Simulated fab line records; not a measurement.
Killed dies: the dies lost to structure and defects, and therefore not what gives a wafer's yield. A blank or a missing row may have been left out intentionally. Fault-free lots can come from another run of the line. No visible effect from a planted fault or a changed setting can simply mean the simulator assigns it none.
fab line records	flow berkeleyCmos170
[record] lots = 5	wafers = 23
route steps=331 shown NSD@195 BACKSIDE@199 SDANNEAL@205 NLDD@209 SILICIDE@211 CONTACT@217 M1@238
startH: start of the lot's first displayed wafer, in hours after the record's first day	waitH: hours elapsed since this lot's preceding step	" same as the row above	L1.1+2: several wafers, shown together as one row	- no value present, or no start provided	* or withheld: withheld	< > ~ a bound
route shown NAME@n: a module of which the file shows steps, and the number in the route of the first	usual: mean and standard deviation over wafers with no fault	same: alike in all rows	chamber/n: place in a boat	sites: readings site by site	_std_site: standard deviation across them	_edge_site: mean of outer sites minus mean of inner sites	radiusMm: how far each site lies from the wafer's centre	mask NAME#n: copy n	behind: the last tool/chamber to shape the wafer	hold: the reason the lot was held/the length of the hold in hours/how it ended	device: whichever transistor did not switch (one of n, p or np)	end of line: the route-end tests of the same wafers	a step given without rows: its recipe and nothing more	killed: the dies lost at the first sort to structure and to defects; this is not the yield of the wafer	map: dies across one wafer; x = killed, . = not, _ = none there
set.NAME: setting as actually run; set.NAME@STEP: the setting as run at that earlier step	model.NAME: the simulator's own value behind a step, which no gauge read
lots where settings were altered on purpose, with a table for each step and a row for each wafer
[[steps]]
[step UCB170_NSD_IMPLANT_08]
[recipe] species = P	doseCm2 = 3e+15	energyKev = 40	tiltDeg = 7
lot.wafer	tool	chamber	startH	waitH	set.energyKev	model.implant.rpNm	model.implant.drpNm
L074.1+4+5	implanter-04	0	158.44	0.0	40	49.68	21.16
L079.1+3+4	implanter-04	0	183.21	0.0	40	47.35	21.16
L079.2+6	"	0	"	"	39.1	46.31	20.75
L081.1+3+5	implanter-04	0	200.39	0.0	41.18	50.44	21.68
L081.2+6	"	0	"	"	40	49.02	21.16
L082.1+3+5	implanter-02	0	200.74	0.0	42.38	51.87	22.22
L082.2+4	"	0	"	"	40	49	21.16
L084.1+3+6	implanter-01	0	220.03	0.0	40	48.88	21.16
L084.2+4	"	0	"	"	38.07	46.57	20.28
[step UCB170_NSD_STRIP_09]
[recipe] chemistry = O2	powerW = 400	pressureMtorr = 3500	platenTempC = withheld	o2FlowSccm = 400	overashFraction = 0.5
[usual] stripTimeToEndpointS = 35.87/0.055
lot.wafer	tool	chamber	startH	waitH	set.energyKev@NSD_IMPLANT_08	stripTimeToEndpointS
L074.1	plasmaAsher-02	1	158.59	0.1	40	35.93
L074.4	"	1	"	"	40	35.97
L074.5	"	0	"	"	40	36.02
L079.1	plasmaAsher-01	1	183.36	0.1	40	35.90
L079.2	"	0	"	"	39.1	35.55
L079.3	"	1	"	"	40	35.86
L079.4	"	0	"	"	40	35.89
L079.6	"	1	"	"	39.1	35.56
L081.1	plasmaAsher-04	1	200.55	0.1	41.18	36.22
L081.2	"	0	"	"	40	35.80
L081.3	"	1	"	"	41.18	36.19
L081.5	"	0	"	"	41.18	36.31
L081.6	"	1	"	"	40	35.84
L082.1	plasmaAsher-01	1	200.89	0.1	42.38	36.78
L082.2	"	0	"	"	40	35.88
L082.3	"	1	"	"	42.38	36.73
L082.4	"	0	"	"	40	35.95
L082.5	"	1	"	"	42.38	36.72
L084.1	plasmaAsher-04	0	220.18	0.1	40	35.93
L084.2	"	1	"	"	38.07	35.15
L084.3	"	1	"	"	40	35.93
L084.4	"	0	"	"	38.07	35.17
L084.6	"	1	"	"	40	35.89
[step UCB170_NSD_TW_MEAS_10]
[usual] NSD_TW = 4199/33
lot.wafer	tool	chamber	startH	waitH	set.energyKev@NSD_IMPLANT_08	NSD_TW
L074.1	filmMetro-04	-	158.69	0.1	40	4157
L074.4	"	-	"	"	40	4142
L074.5	"	-	"	"	40	4165
L079.1	filmMetro-03	-	183.46	0.1	40	4174
L079.2	"	-	"	"	39.1	4154
L079.3	"	-	"	"	40	4163
L079.4	"	-	"	"	40	4168
L079.6	"	-	"	"	39.1	4146
L081.1	filmMetro-03	-	200.65	0.1	41.18	4228
L081.2	"	-	"	"	40	4183
L081.3	"	-	"	"	41.18	4198
L081.5	"	-	"	"	41.18	4219
L081.6	"	-	"	"	40	4196
L082.1	filmMetro-03	-	200.99	0.1	42.38	4266
L082.2	"	-	"	"	40	4194
L082.3	"	-	"	"	42.38	4250
L082.4	"	-	"	"	40	4196
L082.5	"	-	"	"	42.38	4242
L084.1	filmMetro-02	-	220.28	0.1	40	4218
L084.2	"	-	"	"	38.07	4153
L084.3	"	-	"	"	40	4190
L084.4	"	-	"	"	38.07	4153
L084.6	"	-	"	"	40	4204
[step UCB170_NSD_CLEAN_11]
[recipe] chemistry = SPM	tempC = 120	timeS = 600
[step UCB170_BACKSIDE_HMDS_00]
[recipe] primeTimeS = 60	primeTempC = 100
[step UCB170_SDANNEAL_RTA_01]
[recipe] tempC = 1050	timeS = 5	ambient = N2
[step UCB170_SDANNEAL_RS_MEAS_03]
[recipe] thkMeasGauge = four-point-probe
[usual] NSD_RS = 37.25/0.064
lot.wafer	tool	chamber	startH	waitH	set.energyKev@NSD_IMPLANT_08	NSD_RS[ohm/sq]
L074.1	filmMetro-03	-	160.37	0.1	40	37.21
L074.4	"	-	"	"	40	37.27
L074.5	"	-	"	"	40	37.24
L079.1	filmMetro-03	-	185.24	0.1	40	37.26
L079.2	"	-	"	"	39.1	37.47
L079.3	"	-	"	"	40	37.18
L079.4	"	-	"	"	40	37.26
L079.6	"	-	"	"	39.1	37.45
L081.1	filmMetro-03	-	201.98	0.1	41.18	37.07
L081.2	"	-	"	"	40	37.40
L081.3	"	-	"	"	41.18	36.96
L081.5	"	-	"	"	41.18	36.95
L081.6	"	-	"	"	40	37.23
L082.1	filmMetro-03	-	202.46	0.1	42.38	36.56
L082.2	"	-	"	"	40	37.36
L082.3	"	-	"	"	42.38	36.61
L082.4	"	-	"	"	40	37.31
L082.5	"	-	"	"	42.38	36.65
L084.1	filmMetro-02	-	221.94	0.1	40	37.27
L084.2	"	-	"	"	38.07	37.89
L084.3	"	-	"	"	40	37.19
L084.4	"	-	"	"	38.07	37.81
L084.6	"	-	"	"	40	37.24
[step UCB170_SDANNEAL_RS_MEAS_05]
[recipe] thkMeasGauge = four-point-probe
[usual] NLDD_RS = 611.7/1.4
lot.wafer	tool	chamber	startH	waitH	set.doseCm2@NLDD_IMPLANT_08	NLDD_RS[ohm/sq]
L074.1	filmMetro-03	-	160.61	0.1	5e+13	611.9
L074.4	"	-	"	"	5e+13	611.8
L074.5	"	-	"	"	5e+13	613.1
L079.1	filmMetro-03	-	185.48	0.1	5e+13	614.0
L079.2	"	-	"	"	5e+13	612.9
L079.3	"	-	"	"	5.272e+13	602.5
L079.4	"	-	"	"	5.272e+13	603.2
L079.6	"	-	"	"	5e+13	613.5
L081.1	filmMetro-03	-	202.22	0.1	5e+13	613.3
L081.2	"	-	"	"	5e+13	614.8
L081.3	"	-	"	"	5e+13	612.7
L081.5	"	-	"	"	5e+13	614.1
L081.6	"	-	"	"	5e+13	613.1
L082.1	filmMetro-03	-	202.70	0.1	4.676e+13	624.6
L082.2	"	-	"	"	5e+13	612.2
L082.3	"	-	"	"	5e+13	610.2
L082.4	"	-	"	"	4.676e+13	624.5
L082.5	"	-	"	"	4.676e+13	624.2
L084.1	filmMetro-02	-	222.18	0.1	5e+13	610.3
L084.2	"	-	"	"	5e+13	611.2
L084.3	"	-	"	"	5e+13	611.4
L084.4	"	-	"	"	5e+13	611.0
L084.6	"	-	"	"	5e+13	611.5
[step UCB170_SILICIDE_SPUTTER_01]
[recipe] material = Ti	targetThkNm = 30	timeS = 25	powerW = 1500	chamberPressurePa = 0.5
lot.wafer	tool	chamber	startH	waitH	set.powerW	model.Ti_of_SILICIDE_SPUTTER_01.thkNm
L074.1	pvdSputter-02	-	160.80	0.0	1500	30.22
L074.4	"	-	"	"	1500	29.93
L074.5	"	-	"	"	1500	29.83
L079.1	pvdSputter-02	-	185.67	0.0	1500	30.23
L079.2	"	-	"	"	1500	30.22
L079.3	"	-	"	"	1322	26.54
L079.4	"	-	"	"	1500	30.19
L079.6	"	-	"	"	1322	26.78
L081.1	pvdSputter-02	-	202.41	0.0	1500	30.16
L081.2	"	-	"	"	1601	32.22
L081.3	"	-	"	"	1601	32.3
L081.5	"	-	"	"	1500	29.99
L081.6	"	-	"	"	1601	32.15
L082.1	pvdSputter-01	-	202.89	0.0	1584	31.66
L082.2	"	-	"	"	1500	29.97
L082.3	"	-	"	"	1584	31.87
L082.4	"	-	"	"	1584	31.54
L082.5	"	-	"	"	1500	30.13
L084.1	pvdSputter-03	-	222.36	0.0	1500	30.3
L084.2	"	-	"	"	1374	27.43
L084.3	"	-	"	"	1374	27.8
L084.4	"	-	"	"	1500	30.14
L084.6	"	-	"	"	1500	30.37
[step UCB170_SILICIDE_RS_MEAS_02]
[recipe] thkMeasGauge = four-point-probe	reads = Ti_of_SILICIDE_SPUTTER_01
[usual] SILICIDE_TI_RS = 26.15/0.25
lot.wafer	tool	chamber	startH	waitH	set.powerW@SILICIDE_SPUTTER_01	SILICIDE_TI_RS[ohm/sq]
L074.1	filmMetro-01	-	160.83	0.0	1500	25.96
L074.4	"	-	"	"	1500	26.22
L074.5	"	-	"	"	1500	26.31
L079.1	filmMetro-01	-	185.70	0.0	1500	25.90
L079.2	"	-	"	"	1500	25.89
L079.3	"	-	"	"	1322	30.17
L079.4	"	-	"	"	1500	25.91
L079.6	"	-	"	"	1322	29.83
L081.1	filmMetro-04	-	202.45	0.0	1500	25.98
L081.2	"	-	"	"	1601	24.05
L081.3	"	-	"	"	1601	24.00
L081.5	"	-	"	"	1500	26.16
L081.6	"	-	"	"	1601	24.08
L082.1	filmMetro-04	-	202.92	0.0	1584	24.61
L082.2	"	-	"	"	1500	26.15
L082.3	"	-	"	"	1584	24.34
L082.4	"	-	"	"	1584	24.67
L082.5	"	-	"	"	1500	25.98
L084.1	filmMetro-04	-	222.39	0.0	1500	25.81
L084.2	"	-	"	"	1374	29.03
L084.3	"	-	"	"	1374	28.60
L084.4	"	-	"	"	1500	26.07
L084.6	"	-	"	"	1500	25.77
[step UCB170_SILICIDE_THK_MEAS_03]
[recipe] thkMeasGauge = xrf	reads = Ti_of_SILICIDE_SPUTTER_01
[usual] SILICIDE_TI_THK = 30.26/0.28
lot.wafer	tool	chamber	startH	waitH	set.powerW@SILICIDE_SPUTTER_01	SILICIDE_TI_THK[nm]
L074.1	filmMetro-01	-	160.95	0.1	1500	30.72
L074.4	"	-	"	"	1500	30.35
L074.5	"	-	"	"	1500	30.37
L079.1	filmMetro-01	-	185.82	0.1	1500	30.69
L079.2	"	-	"	"	1500	30.68
L079.3	"	-	"	"	1322	26.86
L079.4	"	-	"	"	1500	30.74
L079.6	"	-	"	"	1322	27.17
L081.1	filmMetro-04	-	202.57	0.1	1500	30.37
L081.2	"	-	"	"	1601	32.55
L081.3	"	-	"	"	1601	32.46
L081.5	"	-	"	"	1500	30.17
L081.6	"	-	"	"	1601	32.27
L082.1	filmMetro-04	-	203.04	0.1	1584	31.82
L082.2	"	-	"	"	1500	30.04
L082.3	"	-	"	"	1584	32.09
L082.4	"	-	"	"	1584	31.65
L082.5	"	-	"	"	1500	30.29
L084.1	filmMetro-04	-	222.51	0.1	1500	30.40
L084.2	"	-	"	"	1374	27.47
L084.3	"	-	"	"	1374	27.92
L084.4	"	-	"	"	1500	30.26
L084.6	"	-	"	"	1500	30.68
[step UCB170_CONTACT_CVD_01]
[recipe] material = PSG	targetThkNm = 700	tempC = 450	precursor = SiH4/O2/PH3	timeS = 2820	pressureMtorr = 300	sih4FlowSccm = 60	o2FlowSccm = 90	ph3FlowSccm = 25
lot.wafer	tool	chamber	startH	waitH	set.timeS	model.PSG_of_CONTACT_CVD_01.thkNm
L074.1	lpcvd-01	0	161.84	0.6	2820	703.7
L074.4	"	0	"	"	2820	705.5
L074.5	"	0	"	"	2820	708.4
L079.1	-	-	-	0.2	2603	646.9
L079.2	"	-	"	"	2603	647.2
L079.3	"	-	"	"	2603	647
L079.4	"	-	"	"	2603	652.8
L079.6	"	-	"	"	2603	653
L081.1+5+6	-	-	-	0.0	2820	-
L081.2	"	-	"	"	2820	704.6
L081.3	"	-	"	"	2820	702
L082.1	-	-	-	0.3	2516	619.7
L082.2	"	-	"	"	2516	625.3
L082.3+5	"	-	"	"	2516	-
L082.4	"	-	"	"	2516	612.4
L084.1+4	-	-	-	0.0	2820	705.9
L084.2	"	-	"	"	2820	705.3
L084.3	"	-	"	"	2820	704.9
L084.6	"	-	"	"	2820	703.4
[step UCB170_CONTACT_THK_MEAS_02]
[recipe] reads = PSG_of_CONTACT_CVD_01
[usual] CONTACT_PSG_THK = 700/5.5
lot.wafer	tool	chamber	startH	waitH	set.timeS@CONTACT_CVD_01	CONTACT_PSG_THK[nm]
L074.1	filmMetro-04	-	163.62	0.0	2820	704
L074.4	"	-	"	"	2820	706
L074.5	"	-	"	"	2820	708
L079.1	filmMetro-04	-	-	-	2603	647
L079.2	"	-	"	"	2603	647
L079.3	"	-	"	"	2603	647
L079.4	"	-	"	"	2603	653
L079.6	"	-	"	"	2603	652
L082.1	filmMetro-02	-	-	-	2516	620
L082.2	"	-	"	"	2516	625
L082.3	"	-	"	"	2516	620
L082.4	"	-	"	"	2516	612
L082.5	"	-	"	"	2516	624
L081.1	filmMetro-01	-	-	-	2820	706
L081.2	"	-	"	"	2820	704
L081.3	"	-	"	"	2820	703
L081.5	"	-	"	"	2820	707
L081.6	"	-	"	"	2820	703
L084.1	filmMetro-04	-	-	-	2820	706
L084.2	"	-	"	"	2820	705
L084.3	"	-	"	"	2820	705
L084.4	"	-	"	"	2820	706
L084.6	"	-	"	"	2820	703
[step UCB170_CONTACT_COAT_10]
[recipe] resist = KrF	spinRpm = 1500	resistThkNm = 900
lot.wafer	tool	chamber	startH	waitH	set.spinRpm	model.KrF_of_CONTACT_COAT_10.thkNm
L074.1	lithoTrack-03	0	-	-	1500	898.3
L074.4	"	0	"	"	1500	901.8
L074.5	"	0	"	"	1500	898
L079.1	lithoTrack-03	0	-	-	1406	931.2
L079.2	"	0	"	"	1406	933.6
L079.3	"	0	"	"	1500	899.5
L079.4	"	0	"	"	1500	903.2
L079.6	"	0	"	"	1406	932.9
L082.1	lithoTrack-03	0	-	-	1534	891.2
L082.2	"	0	"	"	1534	888.6
L082.3	"	0	"	"	1500	901.2
L082.4	"	0	"	"	1500	901.4
L082.5	"	0	"	"	1534	889.8
L081.1	lithoTrack-04	0	-	-	1611	866.4
L081.2	"	0	"	"	1500	899.7
L081.3	"	0	"	"	1611	867.1
L081.5	"	0	"	"	1500	900.1
L081.6	"	0	"	"	1611	866.1
L084.1	lithoTrack-04	0	-	-	1500	900
L084.2	"	0	"	"	1402	935.9
L084.3	"	0	"	"	1402	934.2
L084.4	"	0	"	"	1402	935
L084.6	"	0	"	"	1500	904.1
[step UCB170_CONTACT_SOFTBAKE_11]
[recipe] resist = KrF	tempC = 130	timeS = 60
[step UCB170_CONTACT_EXPOSE_12]
[recipe] maskId = CONT	targetCdNm = 700	na = 0.5	sigmaOuter = 0.6	sourceShape = conventional	doseMj = 35
[step UCB170_CONTACT_ETCH_17]
[recipe] chemistry = N2/H2	targetDepthA = withheld	overetchA = withheld	target = BARC	timeS = withheld	sourceW = 500	biasW = 100	pressureMtorr = 30	n2FlowSccm = 100	h2FlowSccm = 200
[step UCB170_CONTACT_ETCH_18]
[recipe] chemistry = CHF3/CF4/Ar	target = PSG	stopOn = TiSi2	CHF3_flow_sccm = 45	cf4FlowSccm = 15	Ar_flow_sccm = 150	pressureMtorr = 200	rfW = 700	targetDepthA = 8400	overEtchFrac = 0.2	timeS = 195
[usual] oesProductAu = 0.893/0.011
lot.wafer	tool	chamber	startH	waitH	set.timeS@CONTACT_CVD_01	set.spinRpm@CONTACT_COAT_10	oesProductAu	model.CONTACT.featureDepthNm	model.etch.depthNm	model.KrF_of_CONTACT_COAT_10.thkNm
L074.1	rieDiel-01	0	-	-	2820	1500	0.923	703.7	703.7	687.9
L074.4	"	3	"	"	2820	1500	0.890	705.5	705.5	693.7
L074.5	"	3	"	"	2820	1500	0.896	708.4	708.4	688.5
L079.1	rieDiel-02	2	-	-	2603	1406	0.862	646.9	646.9	721.5
L079.2	"	1	"	"	2603	1406	0.853	647.2	647.2	727.1
L079.3	"	3	"	"	2603	1500	0.842	647	647	692.6
L079.4	"	0	"	"	2603	1500	0.859	652.8	652.8	696.9
L079.6	"	3	"	"	2603	1406	0.848	653	653	725.8
L082.1	rieDiel-04	3	-	-	2516	1534	0.824	619.7	619.7	684.5
L082.2	"	1	"	"	2516	1534	0.834	625.3	625.3	680.8
L082.3	"	3	"	"	2516	1500	0.834	619.9	-	694.1
L082.4	"	1	"	"	2516	1500	0.823	612.4	612.4	692.8
L082.5	"	3	"	"	2516	1534	0.829	623.7	-	682.7
L081.1	rieDiel-02	0	-	-	2820	1611	0.895	706.3	-	662.7
L081.2	"	2	"	"	2820	1500	0.895	704.6	704.6	691.4
L081.3	"	1	"	"	2820	1611	0.880	702	702	660.7
L081.5	"	3	"	"	2820	1500	0.885	707.6	-	694.6
L081.6	"	2	"	"	2820	1611	0.899	703.3	-	656.2
L084.1	rieDiel-02	1	-	-	2820	1500	0.895	705.9	705.9	694.1
L084.2	"	2	"	"	2820	1402	0.902	705.3	705.3	725.4
L084.3	"	3	"	"	2820	1402	0.884	704.9	704.9	726.7
L084.4	"	0	"	"	2820	1402	0.892	705.9	705.9	726.8
L084.6	"	0	"	"	2820	1500	0.890	703.4	703.4	698.2
[step UCB170_M1_SPUTTER_00]
[recipe] material = Al	targetThkNm = 600	timeS = 80	powerW = 6000	chamberPressurePa = 0.5
lot.wafer	tool	chamber	startH	waitH	set.powerW	model.Al_of_M1_SPUTTER_00.thkNm
L074.1	pvdSputter-03	-	167.05	0.0	6000	597.5
L074.4	"	-	"	"	6000	601.4
L074.5	"	-	"	"	6000	595.3
L079.1	pvdSputter-01	-	190.97	0.0	5738	571.8
L079.2	"	-	"	"	6000	595.9
L079.3	"	-	"	"	6000	603.3
L079.4	"	-	"	"	5738	573.1
L079.6	"	-	"	"	5738	574.3
L082.1	pvdSputter-03	-	208.50	0.0	6000	603.9
L082.2	"	-	"	"	6000	599.9
L082.3	"	-	"	"	5592	565.6
L082.4	"	-	"	"	6000	601.7
L082.5	"	-	"	"	5592	559.5
L081.1	pvdSputter-01	-	208.53	0.0	5307	529.9
L081.2	"	-	"	"	6000	596.8
L081.3	"	-	"	"	6000	600.5
L081.5	"	-	"	"	5307	530.4
L081.6	"	-	"	"	5307	525.4
L084.1	pvdSputter-04	-	229.22	0.0	6000	600.2
L084.2	"	-	"	"	6000	605
L084.3	"	-	"	"	6000	601.8
L084.4	"	-	"	"	6000	602.4
L084.6	"	-	"	"	6000	603.6
[step UCB170_M1_RS_MEAS_01]
[recipe] thkMeasGauge = four-point-probe	reads = Al_of_M1_SPUTTER_00
[usual] M1_AL_RS = 0.0487/0.00045
lot.wafer	tool	chamber	startH	waitH	set.powerW@M1_SPUTTER_00	M1_AL_RS[ohm/sq]
L074.1	filmMetro-03	-	167.11	0.0	6000	0.0487
L074.4	"	-	"	"	6000	0.0484
L074.5	"	-	"	"	6000	0.0488
L079.1	filmMetro-02	-	191.03	0.0	5738	0.0509
L079.2	"	-	"	"	6000	0.0488
L079.3	"	-	"	"	6000	0.0482
L079.4	"	-	"	"	5738	0.0508
L079.6	"	-	"	"	5738	0.0507
L082.1	filmMetro-02	-	208.56	0.0	6000	0.0482
L082.2	"	-	"	"	6000	0.0485
L082.3	"	-	"	"	5592	0.0516
L082.4	"	-	"	"	6000	0.0483
L082.5	"	-	"	"	5592	0.0521
L081.1	filmMetro-03	-	208.59	0.0	5307	0.0550
L081.2	"	-	"	"	6000	0.0487
L081.3	"	-	"	"	6000	0.0484
L081.5	"	-	"	"	5307	0.0552
L081.6	"	-	"	"	5307	0.0556
L084.1	filmMetro-03	-	229.28	0.0	6000	0.0485
L084.2	"	-	"	"	6000	0.0481
L084.3	"	-	"	"	6000	0.0484
L084.4	"	-	"	"	6000	0.0482
L084.6	"	-	"	"	6000	0.0483
[step UCB170_M1_THK_MEAS_02]
[recipe] thkMeasGauge = xrf	reads = Al_of_M1_SPUTTER_00
[usual] M1_AL_THK = 595/6.1
lot.wafer	tool	chamber	startH	waitH	set.powerW@M1_SPUTTER_00	M1_AL_THK[nm]
L074.1	filmMetro-03	-	167.23	0.1	6000	597
L074.4	"	-	"	"	6000	599
L074.5	"	-	"	"	6000	593
L079.1	filmMetro-02	-	191.15	0.1	5738	574
L079.2	"	-	"	"	6000	595
L079.3	"	-	"	"	6000	603
L079.4	"	-	"	"	5738	571
L079.6	"	-	"	"	5738	571
L082.1	filmMetro-02	-	208.68	0.1	6000	602
L082.2	"	-	"	"	6000	600
L082.3	"	-	"	"	5592	566
L082.4	"	-	"	"	6000	601
L082.5	"	-	"	"	5592	558
L081.1	filmMetro-03	-	208.71	0.1	5307	529
L081.2	"	-	"	"	6000	595
L081.3	"	-	"	"	6000	601
L081.5	"	-	"	"	5307	532
L081.6	"	-	"	"	5307	523
L084.1	filmMetro-03	-	229.40	0.1	6000	596
L084.2	"	-	"	"	6000	603
L084.3	"	-	"	"	6000	598
L084.4	"	-	"	"	6000	603
L084.6	"	-	"	"	6000	602
[[key]]
[split] step = UCB170_NSD_IMPLANT_08	setting = energyKev	stated = 40	by = wafer
[response] step = UCB170_NSD_IMPLANT_08	reading = model.implant.rpNm	change = +0.481	per = 1%	r = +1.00
[response] step = UCB170_NSD_IMPLANT_08	reading = model.implant.drpNm	change = +0.179	per = 1%	r = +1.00
[response] step = UCB170_NSD_STRIP_09	reading = stripTimeToEndpointS	change = *	per = 1%	r = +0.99
[response] step = UCB170_NSD_TW_MEAS_10	reading = NSD_TW	change = +9.75	per = 1%	r = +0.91
[response] step = UCB170_SDANNEAL_RS_MEAS_03	reading = NSD_RS	change = -0.121	per = 1%	r = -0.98
[split] step = UCB170_SILICIDE_SPUTTER_01	setting = powerW	stated = 1500	by = wafer
[response] step = UCB170_SILICIDE_SPUTTER_01	reading = model.Ti_of_SILICIDE_SPUTTER_01.thkNm	change = +0.306	per = 1%	r = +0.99
[response] step = UCB170_SILICIDE_RS_MEAS_02	reading = SILICIDE_TI_RS	change = -0.331	per = 1%	r = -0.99
[response] step = UCB170_SILICIDE_THK_MEAS_03	reading = SILICIDE_TI_THK	change = +0.316	per = 1%	r = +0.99
[split] step = UCB170_CONTACT_CVD_01	setting = timeS	stated = 2820	by = lot
[response] step = UCB170_CONTACT_CVD_01	reading = model.PSG_of_CONTACT_CVD_01.thkNm	change = +7.67	per = 1%	r = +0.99
[response] step = UCB170_CONTACT_THK_MEAS_02	reading = CONTACT_PSG_THK	change = +7.71	per = 1%	r = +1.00
[response] step = UCB170_CONTACT_ETCH_18	reading = oesProductAu	change = +0.00589	per = 1%	r = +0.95
[response] step = UCB170_CONTACT_ETCH_18	reading = model.CONTACT.featureDepthNm	change = +7.7	per = 1%	r = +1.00
[response] step = UCB170_CONTACT_ETCH_18	reading = model.etch.depthNm	change = +7.67	per = 1%	r = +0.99
[split] step = UCB170_CONTACT_COAT_10	setting = spinRpm	stated = 1500	by = wafer
[response] step = UCB170_CONTACT_COAT_10	reading = model.KrF_of_CONTACT_COAT_10.thkNm	change = -4.82	per = 1%	r = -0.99
[response] step = UCB170_CONTACT_ETCH_18	reading = model.KrF_of_CONTACT_COAT_10.thkNm	change = -4.62	per = 1%	r = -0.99
[split] step = UCB170_M1_SPUTTER_00	setting = powerW	stated = 6000	by = wafer
[response] step = UCB170_M1_SPUTTER_00	reading = model.Al_of_M1_SPUTTER_00.thkNm	change = +6	per = 1%	r = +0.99
[response] step = UCB170_M1_RS_MEAS_01	reading = M1_AL_RS	change = -0.000558	per = 1%	r = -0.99
[response] step = UCB170_M1_THK_MEAS_02	reading = M1_AL_THK	change = +5.99	per = 1%	r = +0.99
split outsideThisFile step=UCB170_NLDD_IMPLANT_08 setting=doseCm2
// split outsideThisFile: this setting was split too, and the file shows its column; the key of that split is in another file
